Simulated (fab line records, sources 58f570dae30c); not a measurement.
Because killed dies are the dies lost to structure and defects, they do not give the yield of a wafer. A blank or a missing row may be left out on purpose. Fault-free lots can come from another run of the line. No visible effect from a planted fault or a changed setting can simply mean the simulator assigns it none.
Split-lot study + flow berkeley cmos170 + 5 lots, 23 wafers read, on a route of 331 steps

THE SPLIT ITSELF
At UCB170_ACTIVE_OXIDATION_02 (target thk 26.4 nm, ox time 1260 s), the setting temp c was moved away from the recipe's 1000 C on 20 of the 23 wafers read, by -2.0% to +2.6%. All remaining wafers had this setting at the recipe value.

No step appears in the file between the split and the reading.

THE READING
ACTIVE_OXIDE_THK, in nm, at UCB170_ACTIVE_THK_MEAS_03. Typical for fault-free wafers on this fab line: 26.3 nm, with standard deviation 0.4 nm.

| wafer  | tool, chamber at the split | temp c as run, C | against the recipe | ACTIVE_OXIDE_THK, nm | against lot-mates on the recipe |
|--------|----------------------------|------------------|--------------------|----------------------|---------------------------------|
| L074.1 | -, -                       | 1026             | +2.6%              | 33.0                 | no lot-mate on the recipe       |
| L074.2 | -, -                       | 1026             | +2.6%              | 32.6                 | no lot-mate on the recipe       |
| L074.3 | -, -                       | 1026             | +2.6%              | 32.4                 | no lot-mate on the recipe       |
| L074.5 | -, -                       | 1026             | +2.6%              | 32.7                 | no lot-mate on the recipe       |
| L074.6 | -, -                       | 1026             | +2.6%              | 33.0                 | no lot-mate on the recipe       |
| L077.3 | furnace-02, 0              | 1000             | recipe             | 26.1                 | -                               |
| L077.4 | furnace-02, 0              | 1000             | recipe             | 25.7                 | -                               |
| L077.6 | furnace-02, 0              | 1000             | recipe             | 25.9                 | -                               |
| L078.1 | -, -                       | 979.5            | -2.0%              | 21.2                 | no lot-mate on the recipe       |
| L078.2 | -, -                       | 979.5            | -2.0%              | 21.4                 | no lot-mate on the recipe       |
| L078.3 | -, -                       | 979.5            | -2.0%              | 20.9                 | no lot-mate on the recipe       |
| L078.4 | -, -                       | 979.5            | -2.0%              | 21.5                 | no lot-mate on the recipe       |
| L078.5 | -, -                       | 979.5            | -2.0%              | 21.3                 | no lot-mate on the recipe       |
| L080.1 | -, -                       | 1023             | +2.3%              | 32.8                 | no lot-mate on the recipe       |
| L080.2 | -, -                       | 1023             | +2.3%              | 33.1                 | no lot-mate on the recipe       |
| L080.4 | -, -                       | 1023             | +2.3%              | 33.0                 | no lot-mate on the recipe       |
| L080.5 | -, -                       | 1023             | +2.3%              | 33.2                 | no lot-mate on the recipe       |
| L080.6 | -, -                       | 1023             | +2.3%              | 32.8                 | no lot-mate on the recipe       |
| L085.1 | -, -                       | 1020             | +2.0%              | 31.5                 | no lot-mate on the recipe       |
| L085.2 | -, -                       | 1020             | +2.0%              | 31.6                 | no lot-mate on the recipe       |
| L085.3 | -, -                       | 1020             | +2.0%              | 31.1                 | no lot-mate on the recipe       |
| L085.4 | -, -                       | 1020             | +2.0%              | 31.6                 | no lot-mate on the recipe       |
| L085.6 | -, -                       | 1020             | +2.0%              | 31.4                 | no lot-mate on the recipe       |

FIT RESULTS
A straight line over all 23 wafers: ACTIVE_OXIDE_THK changes by +2.58 nm for each +1% of temp c; r = +1.00; the points scatter about the line by 0.47 nm.
Too few moved wafers have a lot-mate on the recipe to fit a line with each lot's own level taken away.

THE WHOLE CHAIN: every reading that the file lists as answering this split, in the file's order
| step                       | what it does                       | reading                                                                             | change (the file's fit)              | r (the file's) |
|----------------------------|------------------------------------|-------------------------------------------------------------------------------------|--------------------------------------|----------------|
| UCB170_ACTIVE_OXIDATION_02 | target thk 26.4 nm, ox time 1260 s | SiO2_of_ACTIVE_OXIDATION_02.thk nm (the simulator's own value, which no gauge read) | +2.57 nm for each +1% of the setting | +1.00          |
| UCB170_ACTIVE_THK_MEAS_03  |                                    | ACTIVE_OXIDE_THK                                                                    | +2.58 for each +1% of the setting    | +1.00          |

FILE'S OWN FIT
ACTIVE_OXIDE_THK changes by +2.58 nm for each +1% of temp c, r = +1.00.
